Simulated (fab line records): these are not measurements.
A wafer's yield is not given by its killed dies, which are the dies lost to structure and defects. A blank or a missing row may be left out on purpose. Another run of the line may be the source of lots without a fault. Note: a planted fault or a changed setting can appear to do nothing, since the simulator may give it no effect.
Code-filled problem report in 8D (eight disciplines) form + flow berkeley-cmos170 + the parts of the form that need people (team, actions taken, sign-off) are left out

1. WHAT IS WRONG
Wafers without a fault read 18.05 s, standard deviation 0.071; strip-time-to-endpoint-s at UCB170_NWELL_STRIP_15 reads a mean of 19.53 s on 6 wafers belonging to 2 lots. That is +21 standard deviations from the usual mean.
The step: strips in O2.
Earliest sighting: wafer L858.3 on plasma-asher-01 at day 5 21:52. The record holds 42 wafers of 14 lots with a number at this step. Rule for "out" (also "out of limits"): further than 4 standard deviations from the usual mean. Any other wafer with a number is counted as sound.

2. WHAT IT IS, WHAT IT ISN'T
| question                    | is                       | is not                                                                    |
|-----------------------------|--------------------------|---------------------------------------------------------------------------|
| which readings at this step | strip-time-to-endpoint-s | drypump-motor-current-A                                                   |
| which lots                  | L858, L860               | L841, L842, L844, L845, L846, L847, L848, L849, L854, L856, L859, L864    |
| which wafers of those lots  | all that have a number   | -                                                                         |
| read on which tools         | plasma-asher-01          | plasma-asher-02, plasma-asher-03                                          |
| when                        | from day 5 21:52         | up to then (30 sound wafers); but 6 sound wafers of L859, L864 came after |

3. WHAT RULES OUT EACH SUSPECT
Counting: any tool at a process step up to the reading is kept as a suspect provided that every lot that is out went through it and no sound lot did after the first of them.
- litho-track-04 at UCB170_NWELL_COAT_07 (resist thk 900 nm): kept. It ran every lot that is out, first L858 (day 5 20:46), and no sound lot after that; its last sound lot up to then is L856 (day 5 09:32).
- plasma-asher-01 at UCB170_NWELL_STRIP_15 (strips in O2): ruled out as a lasting fault. The sound lots L864 went through it after L858, its earliest lot that is out (day 5 21:52).
Remaining after the count: litho-track-04 at UCB170_NWELL_COAT_07.

4. THE CAUSE (what the simulator had put in)
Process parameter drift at UCB170_NWELL_COAT_07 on litho-track-04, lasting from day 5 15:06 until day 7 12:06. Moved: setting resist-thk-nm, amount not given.
Counting left only this tool.

5. THE CHAIN OF EFFECTS, in route order
Each row: a reading whose mean over the struck wafers that have a number lies more than 3 standard deviations from the usual. Only readings for which the record gives a usual standard deviation are gone through. hours: the time from each lot's start at the first step in this table that gives one to its start at this step, as a median over the lots. sigmas: the change in usual standard deviations.
| hours | step                  | reading                  | usual   | on struck wafers | change | sigmas |
|-------|-----------------------|--------------------------|---------|------------------|--------|--------|
| 0     | UCB170_NWELL_STRIP_15 | strip-time-to-endpoint-s | 18.05 s | 19.53            | +1.48  | +21    |
It contains these process steps:
- UCB170_NWELL_STRIP_15: strips in O2.
At these later measuring or inspecting steps, every struck wafer for which the step has a row has a number for every such reading, and none has moved that far: UCB170_FIELD_THK_MEAS_90, UCB170_SACOX_THK_MEAS_02.

6. HOW IT WOULD HAVE BEEN CAUGHT EARLIER
7 hours passed between the start of the fault at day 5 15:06 and the first reading out of limits in this record, taken at day 5 21:52.
Of the tool readings at UCB170_NWELL_COAT_07 for which the record gives a usual standard deviation, none was out on any struck wafer, so an alarm limit of 4 standard deviations on them would not have fired.
Of the lots that are out (2), L860 began UCB170_NWELL_COAT_07 on litho-track-04 after day 5 21:52. A tool hold placed at that time would have kept it from harm.
